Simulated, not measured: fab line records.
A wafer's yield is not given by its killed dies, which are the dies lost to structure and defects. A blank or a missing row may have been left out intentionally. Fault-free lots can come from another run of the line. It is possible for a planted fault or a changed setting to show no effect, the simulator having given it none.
fab line records	flow rit-cmos
record lots=6	wafers=18	last-day=7
route steps=202 shown CONTACT@172 M1@184
lots with no fault: from the same line, run without faults
start-h: hours from the record's first day to the start of the lot's first wafer shown	wait-h: how many hours have passed since the lot's step before this one	" identical to the entry in the row above	L1.1+2: one row covering several wafers at once	- value missing, or start not given	* or withheld: withheld	< > ~ a bound
route shown NAME@n: a module of which the file shows steps, and the number in the route of the first	usual: mean/standard deviation of fault-free wafers	same: alike in all rows	chamber/n: place in a boat	sites: each site's reading	_std_site: the values' standard deviation	_edge_site: mean of outer sites minus mean of inner sites	radius-mm: for every site, how far away it sits from the centre of the wafer	mask NAME#n: copy n	behind: tool/chamber where the wafer was last shaped	hold: why the lot was held/for how many hours/how that ended	device: transistor that didn't switch, given as n, p or np	end of line: the same wafers' tests at the end of the route	for a step that has no rows: nothing shown but its recipe	killed: dies lost to structure and defects at the first sort, not the wafer's yield	map: per-die view of a wafer (x killed, . not killed, _ where there is no die)
set.NAME: the run value of the setting; set.NAME@STEP: its run value at that earlier step	model.NAME: the simulator's own value behind a step, which no gauge read
lots at some steps of the route; a table a step, a row a wafer
services: the hour from which a tool's chamber was out of use, counted from the record's first day as start-h (under 0 if before that day), plus the number of hours and why
## steps
# step RIT_CONTACT_SOFTBAKE_04
# recipe resist=NOVOLAK	temp-c=90	time-s=60
# step RIT_CONTACT_EXPOSE_05
# recipe mask-id=M11	na=0.6	source-shape=conventional	sigma-outer=0.5	target-cd-nm=1000	dose-mj=250
# step RIT_CONTACT_PEB_06
# recipe resist=NOVOLAK	temp-c=withheld	time-s=withheld
# step RIT_CONTACT_DEVELOP_07
# recipe resist=NOVOLAK	develop-time-s=120	dev-temp-c=23
# step RIT_CONTACT_CD_MEAS_08
# recipe target-cd-nm=1000
# usual cd-nm=999.5/1.8
lot.wafer	tool	chamber	start-h	wait-h	cd-nm
L711.1	cd-sem-01	-	106.56	-	999.9
L711.5	"	-	"	"	1000.4
L711.6	"	-	"	"	1000.0
L710.2	cd-sem-01	-	108.83	-	1001.9
L710.3	"	-	"	"	1001.3
L710.5	"	-	"	"	1000.3
L712.2	cd-sem-02	-	112.31	-	999.2
L712.4	"	-	"	"	999.2
L712.6	"	-	"	"	1001.6
L718.1	cd-sem-01	-	137.58	-	1000.2
L718.2	"	-	"	"	1000.7
L718.3	"	-	"	"	999.7
L719.3	cd-sem-02	-	147.95	-	998.4
L719.4	"	-	"	"	997.6
L719.5	"	-	"	"	1001.0
L720.2	cd-sem-02	-	152.17	-	999.8
L720.4	"	-	"	"	1003.2
L720.5	"	-	"	"	1001.1
# step RIT_CONTACT_OVL_MEAS_09
# usual CONTACT_OVL=-0.9/1.3
lot.wafer	tool	chamber	start-h	wait-h	CONTACT_OVL[nm]
L711.1	overlay-02	-	106.68	0.1	-1.5
L711.5	"	-	"	"	-2.1
L711.6	"	-	"	"	-2.1
L710.2	overlay-02	-	108.93	0.1	-1.2
L710.3	"	-	"	"	-1.2
L710.5	"	-	"	"	-2.7
L712.2	overlay-02	-	112.41	0.1	-0.8
L712.4	"	-	"	"	-0.3
L712.6	"	-	"	"	-1.5
L718.1	overlay-02	-	137.70	0.1	-0.6
L718.2	"	-	"	"	0.2
L718.3	"	-	"	"	0.0
L719.3	overlay-01	-	148.04	0.1	1.6
L719.4	"	-	"	"	-0.9
L719.5	"	-	"	"	-0.1
L720.2	overlay-01	-	152.27	0.1	-1.9
L720.4	"	-	"	"	-1.7
L720.5	"	-	"	"	-1.6
# step RIT_CONTACT_HARDBAKE_10
# recipe resist=NOVOLAK	temp-c=140	time-s=60
# step RIT_CONTACT_ETCH_11
# recipe target-depth-a=4800	over-etch-frac=0.2	stop-on=TiSi2	chemistry=CHF3/CF4/Ar	target=SiO2	CHF3_flow_sccm=50	cf4-flow-sccm=10	Ar_flow_sccm=100	O2_flow_sccm=5	pressure-mtorr=100	rf-w=200	time-s=320
# usual O2_flow_sccm=5.000/0.014	drypump-motor-current-A=5.9/0.46	oes-product-au=0.988/0.014	rf-fwd-power-W=199.5/0.55	throttle-valve-pct=8.84/0.12
lot.wafer	tool	chamber	start-h	wait-h	O2_flow_sccm	drypump-motor-current-A	oes-product-au	rf-fwd-power-W	rf-hours-counter-h	throttle-valve-pct
L711.1	rie-diel-04	2	106.87	0.1	4.995	5.5	0.989	199.2	50	8.83
L711.5	"	2	"	"	4.989	5.5	0.998	198.8	-	8.81
L711.6	"	1	"	"	4.983	5.6	0.968	199.2	-	8.94
L710.2	rie-diel-02	1	109.11	0.1	5.007	5.1	0.981	199.7	116	8.78
L710.3	"	2	"	"	4.998	6.0	0.953	199.9	97	8.84
L710.5	"	2	"	"	5.019	5.9	0.974	200.0	-	8.85
L712.2	rie-diel-04	1	112.59	0.1	5.023	5.6	0.966	199.1	8	8.94
L712.4	"	2	"	"	5.004	5.5	0.988	198.4	50	8.85
L712.6	"	3	"	"	5.000	5.4	0.996	199.8	-	9.01
L718.1	rie-diel-01	2	137.92	0.1	4.999	6.2	0.987	199.2	78	8.72
L718.2	"	3	"	"	5.030	6.6	0.985	199.9	1	9.11
L718.3	"	1	"	"	4.975	6.2	1.009	200.3	21	8.67
L719.3	rie-diel-02	1	148.22	0.1	5.015	5.2	0.978	199.8	117	8.79
L719.4	"	2	"	"	5.008	5.9	0.958	200.1	97	8.85
L719.5	"	2	"	"	5.007	5.9	0.959	199.1	-	8.86
L720.2	rie-diel-01	0	152.48	0.1	5.007	6.3	0.996	199.3	0	8.74
L720.4	"	2	"	"	4.988	6.2	0.992	199.3	78	8.72
L720.5	"	3	"	"	4.978	6.7	0.993	199.0	-	9.10
# step RIT_CONTACT_STRIP_12
# recipe chemistry=O2	time-s=180	resist=NOVOLAK	platen-temp-c=withheld	power-w=500	pressure-mtorr=4000	o2-flow-sccm=4000
# usual drypump-motor-current-A=5.7/0.55
lot.wafer	tool	chamber	start-h	wait-h	drypump-motor-current-A	rf-hours-counter-h
L711.1	plasma-asher-04	1	107.06	0.1	5.1	31
L711.5	"	0	"	"	5.6	-
L711.6	"	1	"	"	5.1	-
L710.2	plasma-asher-01	0	109.31	0.1	5.5	43
L710.3	"	0	"	"	5.5	-
L710.5	"	0	"	"	5.5	-
L712.2	plasma-asher-04	1	112.79	0.1	5.1	31
L712.4	"	1	"	"	5.1	-
L712.6	"	0	"	"	5.7	-
L718.1	plasma-asher-04	1	138.12	0.1	5.1	34
L718.2	"	0	"	"	5.7	34
L718.3	"	1	"	"	5.1	-
L719.3	plasma-asher-01	0	148.47	0.2	5.5	-
L719.4	"	1	"	"	5.1	-
L719.5	"	0	"	"	5.5	-
L720.2	plasma-asher-01	1	152.68	0.1	5.2	48
L720.4	"	1	"	"	5.1	-
L720.5	"	1	"	"	5.2	-
# step RIT_CONTACT_CD_MEAS_90
# recipe target-cd-nm=1000
# usual cd-nm=999.5/1.8
lot.wafer	tool	chamber	start-h	wait-h	cd-nm
L711.1	cd-sem-02	-	107.23	0.1	1000.4
L711.5	"	-	"	"	1000.5
L711.6	"	-	"	"	999.3
L710.2	cd-sem-02	-	109.50	0.1	1002.1
L710.3	"	-	"	"	1001.6
L710.5	"	-	"	"	1000.3
L712.2	cd-sem-02	-	112.98	0.1	999.2
L712.4	"	-	"	"	1000.0
L712.6	"	-	"	"	1001.8
L718.1	cd-sem-02	-	138.29	0.1	999.3
L718.2	"	-	"	"	1000.5
L718.3	"	-	"	"	999.4
L719.3	cd-sem-02	-	148.63	0.1	998.4
L719.4	"	-	"	"	997.5
L719.5	"	-	"	"	1001.1
L720.2	cd-sem-02	-	152.87	0.1	999.3
L720.4	"	-	"	"	1003.0
L720.5	"	-	"	"	1000.9
# step RIT_CONTACT_CLEAN_13
# recipe chemistry=SC1	mix=3:3:50	time-s=600	temp-c=75
# step RIT_CONTACT_CLEAN_14
# recipe chemistry=SC2	mix=3:3:50	time-s=600	temp-c=75	dry=n2-spin
# step RIT_M1_SPUTTER_00
# recipe material=Al	target-thk-nm=400	power-w=2000	chamber-pressure-pa=0.4	gas=Ar	time-s=500	substrate-temp-c=25
# usual throttle-valve-pct=30.1/0.83
lot.wafer	tool	chamber	start-h	wait-h	throttle-valve-pct	model.Al_of_M1_SPUTTER_00.thk-nm
L711.1	pvd-sputter-01	-	107.74	0.0	29.8	403.3
L711.5	"	-	"	"	31.3	404.2
L711.6	"	-	"	"	29.8	403.4
L710.2	pvd-sputter-02	-	109.97	0.0	31.0	402.2
L710.3	"	-	"	"	30.2	400.6
L710.5	"	-	"	"	31.2	401.6
L712.2	pvd-sputter-01	-	113.47	0.0	31.3	403
L712.4	"	-	"	"	29.6	406.9
L712.6	"	-	"	"	31.3	402.7
L718.1	pvd-sputter-01	-	138.76	0.0	29.9	404.4
L718.2	"	-	"	"	29.9	401.3
L718.3	"	-	"	"	29.8	407.3
L719.3	pvd-sputter-04	-	149.06	0.0	28.1	397.9
L719.4	"	-	"	"	29.1	393.5
L719.5	"	-	"	"	30.9	390.2
L720.2	pvd-sputter-01	-	153.34	0.0	29.6	408
L720.4	"	-	"	"	30.1	399.6
L720.5	"	-	"	"	31.6	403
# step RIT_M1_RS_MEAS_01
# recipe thk-meas-gauge=four-point-probe	reads=Al_of_M1_SPUTTER_00
# usual M1_AL_RS=0.0736/0.00071
lot.wafer	tool	chamber	start-h	wait-h	M1_AL_RS[ohm/sq]
L711.1	film-metro-03	-	108.03	0.1	0.0728
L711.5	"	-	"	"	0.0726
L711.6	"	-	"	"	0.0727
L710.2	film-metro-01	-	110.33	0.2	0.0731
L710.3	"	-	"	"	0.0734
L710.5	"	-	"	"	0.0732
L712.2	film-metro-04	-	113.78	0.2	0.0728
L712.4	"	-	"	"	0.0720
L712.6	"	-	"	"	0.0729
L718.1	film-metro-03	-	139.06	0.1	0.0724
L718.2	"	-	"	"	0.0731
L718.3	"	-	"	"	0.0719
L719.3	film-metro-03	-	149.39	0.2	0.0736
L719.4	"	-	"	"	0.0745
L719.5	"	-	"	"	0.0752
L720.2	film-metro-04	-	153.65	0.2	0.0718
L720.4	"	-	"	"	0.0734
L720.5	"	-	"	"	0.0729
# step RIT_M1_THK_MEAS_02
# recipe thk-meas-gauge=xrf	reads=Al_of_M1_SPUTTER_00
# usual M1_AL_THK=399/4.4
lot.wafer	tool	chamber	start-h	wait-h	M1_AL_THK[nm]
L711.1	film-metro-03	-	108.15	0.1	404
L711.5	"	-	"	"	406
L711.6	"	-	"	"	405
L710.2	film-metro-01	-	110.44	0.1	403
L710.3	"	-	"	"	403
L710.5	"	-	"	"	403
L712.2	film-metro-04	-	113.89	0.1	401
L712.4	"	-	"	"	405
L712.6	"	-	"	"	401
L718.1	film-metro-03	-	139.18	0.1	406
L718.2	"	-	"	"	402
L718.3	"	-	"	"	407
L719.3	film-metro-03	-	149.49	0.1	400
L719.4	"	-	"	"	395
L719.5	"	-	"	"	393
L720.2	film-metro-04	-	153.76	0.1	410
L720.4	"	-	"	"	399
L720.5	"	-	"	"	401
# step RIT_M1_HMDS_03
# recipe prime-time-s=60	prime-temp-c=140
# step RIT_M1_COAT_04
# recipe resist=NOVOLAK	spin-rpm=2000	resist-thk-nm=1300
# step RIT_M1_SOFTBAKE_05
# recipe resist=NOVOLAK	temp-c=90	time-s=60
# step RIT_M1_EXPOSE_06
# recipe mask-id=M12	na=0.6	source-shape=conventional	sigma-outer=0.5	target-cd-nm=2600	dose-mj=250
# step RIT_M1_PEB_07
# recipe resist=NOVOLAK	temp-c=withheld	time-s=withheld
# step RIT_M1_DEVELOP_08
# recipe resist=NOVOLAK	develop-time-s=68	dev-temp-c=23
# step RIT_M1_CD_MEAS_09
# recipe target-cd-nm=2600
# usual cd-nm=2600.5/2.1
lot.wafer	tool	chamber	start-h	wait-h	cd-nm
L711.1	cd-sem-02	-	109.33	-	2598.5
L711.5	"	-	"	"	2597.1
L711.6	"	-	"	"	2597.4
L710.2	cd-sem-02	-	111.39	-	2598.3
L710.3	"	-	"	"	2599.3
L710.5	"	-	"	"	2598.4
L712.2	cd-sem-01	-	114.84	-	2600.5
L712.4	"	-	"	"	2599.3
L712.6	"	-	"	"	2598.3
L718.1	cd-sem-02	-	140.24	-	2600.1
L718.2	"	-	"	"	2602.3
L718.3	"	-	"	"	2603.2
L719.3	cd-sem-02	-	150.59	-	2599.6
L719.4	"	-	"	"	2600.5
L719.5	"	-	"	"	2599.0
L720.2	cd-sem-02	-	154.79	-	2598.5
L720.4	"	-	"	"	2597.3
L720.5	"	-	"	"	2598.6
# step RIT_M1_OVL_MEAS_10
# usual M1_OVL=0.0/1.3
lot.wafer	tool	chamber	start-h	wait-h	M1_OVL[nm]
L711.1	overlay-02	-	109.45	0.1	1.8
L711.5	"	-	"	"	0.5
L711.6	"	-	"	"	0.7
L710.2	overlay-01	-	111.50	0.1	-0.5
L710.3	"	-	"	"	-1.6
L710.5	"	-	"	"	-1.0
L712.2	overlay-02	-	114.95	0.1	-3.2
L712.4	"	-	"	"	-1.3
L712.6	"	-	"	"	-1.1
L718.1	overlay-01	-	140.36	0.1	1.5
L718.2	"	-	"	"	0.1
L718.3	"	-	"	"	1.0
L719.3	overlay-02	-	150.68	0.1	-2.3
L719.4	"	-	"	"	0.7
L719.5	"	-	"	"	-0.3
L720.2	overlay-01	-	154.90	0.1	-0.2
L720.4	"	-	"	"	0.3
L720.5	"	-	"	"	0.3
# step RIT_M1_HARDBAKE_11
# recipe resist=NOVOLAK	temp-c=140	time-s=120
# step RIT_M1_METAL_ETCH_12
# recipe stop-on=SiO2	chemistry=Cl2/BCl3	target=Al	time-s=165	over-etch-frac=0.5	pressure-mtorr=100	target-depth-a=6000	rf-w=250	Cl2_flow_sccm=60	bcl3-flow-sccm=50
# usual bcl3-flow-sccm=50.00/0.17	drypump-motor-current-A=5.8/0.5	he-backside-leak-sccm=3.3/0.31	oes-product-au=0.777/0.0088	rf-fwd-power-W=248.9/0.76	throttle-valve-pct=8.25/0.11
lot.wafer	tool	chamber	start-h	wait-h	bcl3-flow-sccm	drypump-motor-current-A	he-backside-leak-sccm	oes-product-au	rf-fwd-power-W	rf-hours-counter-h	throttle-valve-pct	model.etch.depth-nm	model.M1.feature-depth-nm
L711.1	rie-metal-01	1	109.74	0.2	49.89	5.6	3.0	0.796	248.8	0.9	8.29	403.3	436.3
L711.5	"	0	"	"	50.08	5.2	3.4	0.782	249.0	-	8.08	404.2	436.4
L711.6	"	1	"	"	50.01	5.6	2.9	0.786	249.1	-	8.27	403.4	436.4
L710.2	rie-metal-03	0	111.78	0.2	50.10	5.9	3.1	0.776	249.2	2.9	8.36	402.2	433.8
L710.3	"	1	"	"	50.00	6.3	3.4	0.777	248.1	-	8.31	400.6	432.9
L710.5	"	0	"	"	50.36	5.9	3.2	0.778	249.0	-	8.35	401.6	433
L712.2	rie-metal-02	0	115.23	0.2	49.87	6.6	3.2	0.771	247.5	4.9	8.38	403	435.2
L712.4	"	0	"	"	49.95	6.6	3.3	0.775	249.5	-	8.37	406.9	439.4
L712.6	"	1	"	"	50.07	5.2	3.3	0.778	249.3	-	8.16	402.7	434.9
L718.1	rie-metal-02	1	140.65	0.2	50.19	5.1	3.2	0.779	248.7	5.2	8.17	404.4	436.6
L718.2	"	0	"	"	50.00	6.6	3.3	0.769	248.9	5.2	8.38	401.3	433.6
L718.3	"	0	"	"	50.02	6.5	3.3	0.772	247.9	-	8.38	407.3	439.6
L719.3	rie-metal-01	0	151.01	0.2	50.53	5.2	3.5	0.779	249.9	-	8.07	397.9	429.9
L719.4	"	1	"	"	49.87	5.6	3.1	0.786	250.0	-	8.29	393.5	426.4
L719.5	"	0	"	"	50.19	5.2	3.5	0.767	249.6	-	8.08	390.2	422.3
L720.2	rie-metal-03	1	155.18	0.2	50.00	6.2	3.5	0.794	248.1	3.2	8.29	408	440.5
L720.4	"	0	"	"	50.15	5.9	3.3	0.768	247.8	-	8.35	399.6	430.8
L720.5	"	1	"	"	50.01	6.3	3.6	0.785	249.0	-	8.31	403	435.6
# step RIT_M1_STRIP_13
# recipe chemistry=nmp	resist=NOVOLAK	temp-c=80	time-s=600	dry=n2-spin
# step RIT_M1_PROBE_99
# usual defect-limited-yield=97.5/1.2	killed-at-contacts=0.0/0.18	killed-at-front-end=7/3	killed-dies=7/3	killed-on-rim=2/1.4	killed-open=3.6/1.9	killed-short=3.2/1.8	sort_bin_3_pad_short=0.1/0.22	sort_bin_5_function=1.4/0.77	sort_bin_6_memory=1.0/0.63	sort-n-pass=257/3	sort-yield-pct=97.5/1.2
# same gross-dies=264	killed_at_M0_to_M3=0	killed_at_M4_up=0	killed-at-back-side=0	killed-at-other=0
lot.wafer	tool	chamber	start-h	wait-h	defect-limited-yield[%]	killed-at-contacts	killed-at-front-end	killed-dies	killed-on-rim	killed-open	killed-short	sort_bin_3_pad_short[%]	sort_bin_5_function[%]	sort_bin_6_memory[%]	sort-n-pass	sort-yield-pct[%]	model.etest.m1.rs-ohm-sq
L711.1	prober-01	-	112.01	0.1	95.8	0	11	11	5	5	6	0.4	2.7	1.1	253	95.8	0.0723
L711.5	prober-01	-	112.21	0.2	97.3	0	7	7	1	3	4	0	1.5	1.1	257	97.3	0.07223
L711.6	prober-01	-	112.26	0.2	97.3	0	7	7	0	3	4	0	1.9	0.8	257	97.3	0.0719
L710.2	prober-02	-	114.10	0.1	94.7	0	14	14	6	7	7	0.4	3.0	1.9	250	94.7	0.07268
L710.3	prober-02	-	114.15	0.2	97.0	0	8	8	3	4	4	0	1.9	1.1	256	97.0	0.07265
L710.5	prober-02	-	114.25	0.2	96.6	0	9	9	4	6	3	0.4	1.5	1.5	255	96.6	0.072
L712.2	prober-01	-	117.53	0.1	98.1	0	5	5	2	3	2	0.4	0.8	0.8	259	98.1	0.07206
L712.4	prober-01	-	117.63	0.2	97.3	0	7	7	2	5	2	0	1.5	1.1	257	97.3	0.07104
L712.6	prober-01	-	117.73	0.2	97.3	1	6	7	1	2	5	0	0.8	1.9	257	97.3	0.07254
L718.1	prober-01	-	142.90	0.1	98.1	0	5	5	2	2	3	0	1.1	0.8	259	98.1	0.07243
L718.2	prober-01	-	142.95	0.1	98.9	0	3	3	1	1	2	0	0.8	0.4	261	98.9	0.07198
L718.3	prober-01	-	143.00	0.2	97.3	0	7	7	3	3	4	0	1.9	0.8	257	97.3	0.07124
L719.3	prober-02	-	153.31	0.2	97.7	0	6	6	2	3	3	0	1.5	0.8	258	97.7	0.07298
L719.4	prober-02	-	153.36	0.2	97.0	0	8	8	3	5	3	0	1.1	1.9	256	97.0	0.07333
L719.5	prober-02	-	153.41	0.2	95.5	0	12	12	0	5	7	0.4	2.7	1.5	252	95.5	0.07453
L720.2	prober-01	-	157.60	0.1	96.6	0	9	9	4	4	5	0	1.5	1.9	255	96.6	0.07151
L720.4	prober-01	-	157.70	0.2	99.6	0	1	1	1	1	0	0	0.4	0	263	99.6	0.07271
L720.5	prober-01	-	157.75	0.2	98.1	0	5	5	1	2	3	0	1.9	0	259	98.1	0.07159
# killed by level:class
L711.1 FOX2:geometric-particle:short=3 GATE:geometric-particle:short=3 GATE:geometric-particle:open=3 REOX:geometric-particle:open=1 SILICIDE:geometric-particle:open=1
L711.5 GATE:geometric-particle:short=3 GATE:geometric-particle:open=2 REOX:geometric-particle:open=1 SILICIDE:geometric-particle:short=1
L711.6 GATE:geometric-particle:short=2 GATE:geometric-particle:open=2 SILICIDE:geometric-particle:short=2 REOX:geometric-particle:open=1
L710.2 GATE:geometric-particle:short=4 GATE:geometric-particle:open=2 REOX:geometric-particle:open=2 SPACER:geometric-particle:short=2 FOX1:geometric-particle:open=1 FOX2:geometric-particle:open=1 SPACER:geometric-particle:open=1 STARTING-WAFER:geometric-particle:short=1
L710.3 GATE:geometric-particle:short=2 FOX1:geometric-particle:open=1 FOX2:geometric-particle:open=1 GATE:geometric-particle:open=1 REOX:geometric-particle:short=1 REOX:geometric-particle:open=1 SILICIDE:geometric-particle:short=1
L710.5 REOX:geometric-particle:open=2 REOX:geometric-particle:short=2 SPACER:geometric-particle:open=2 GATE:geometric-particle:open=1 GATE:geometric-particle:short=1 SILICIDE:geometric-particle:open=1
L712.2 GATE:geometric-particle:short=2 GATE:geometric-particle:open=2 SPACER:geometric-particle:open=1
L712.4 FOX1:geometric-particle:open=2 GATE:geometric-particle:open=2 FOX1:geometric-particle:short=1 GATE:geometric-particle:short=1 SPACER:geometric-particle:open=1
L712.6 GATE:geometric-particle:short=2 SILICIDE:geometric-particle:open=2 SPACER:geometric-particle:short=1 SILICIDE:geometric-particle:short=1 CONTACT:geometric-particle:short=1
L718.1 GATE:geometric-particle:short=3 FOX1:geometric-particle:open=1 SPACER:geometric-particle:open=1
L718.2 GATE:geometric-particle:short=1 REOX:geometric-particle:open=1 SPACER:geometric-particle:short=1
L718.3 REOX:geometric-particle:open=2 SPACER:geometric-particle:short=2 FOX1:geometric-particle:short=1 GATE:geometric-particle:open=1 GATE:geometric-particle:short=1
L719.3 ACTIVE:geometric-particle:short=1 FOX1:geometric-particle:short=1 FOX1:geometric-particle:open=1 FOX2:geometric-particle:open=1 GATE:geometric-particle:open=1 SILICIDE:geometric-particle:short=1
L719.4 GATE:geometric-particle:open=4 GATE:geometric-particle:short=3 REOX:geometric-particle:open=1
L719.5 GATE:geometric-particle:short=3 GATE:geometric-particle:open=3 FOX1:geometric-particle:short=2 REOX:geometric-particle:open=1 REOX:geometric-particle:short=1 SILICIDE:geometric-particle:open=1 SILICIDE:geometric-particle:short=1
L720.2 GATE:geometric-particle:short=4 SPACER:geometric-particle:open=2 FOX1:geometric-particle:open=1 FOX2:geometric-particle:short=1 GATE:geometric-particle:open=1
L720.4 SPACER:geometric-particle:open=1
L720.5 FOX1:geometric-particle:short=1 REOX:geometric-particle:short=1 SPACER:geometric-particle:short=1 SPACER:geometric-particle:open=1 SILICIDE:geometric-particle:open=1
## services
tool	chamber	start-h	hours	kind
rie-diel-01	1	105.76	1.6	repair
rie-metal-01	-	107.00	0.3	repair
rie-diel-01	0	116.49	5.1	repair
rie-diel-02	0	119.54	21.0	repair
rie-diel-01	0	121.58	-	clean
rie-diel-01	0	121.58	17.5	scheduled-down
rie-diel-01	0	121.58	17.5	vent-cycle
plasma-asher-04	-	131.30	3.8	repair
rie-metal-03	1	131.56	17.7	repair
rie-diel-04	3	151.34	13.5	repair
## key
first-sign none at tools or gauges
model-effect step=RIT_M1_SPUTTER_00	value=Al_of_M1_SPUTTER_00.thk-nm	without=397.5	struck=403.9
model-effect step=RIT_M1_METAL_ETCH_12	value=etch.depth-nm	without=397.5	struck=403.9
model-effect step=RIT_M1_PROBE_99	value=etest.m1.rs-ohm-sq	without=0.07307	struck=0.07191
met-at RIT_M1_SPUTTER_00
struck-wafers L718.1,L718.2,L718.3,L720.2,L720.4,L720.5
onset-between 113.47 138.76
also-fits RIT_CONTACT_ETCH_11:rie-diel-01
fault kind=process-parameter-drift	tool=pvd-sputter-01	chamber=-	onset-h=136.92	steps=RIT_M1_SPUTTER_00	channel=target-thk-nm	offset=6.4144	shape=step	end-h=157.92	stated=400
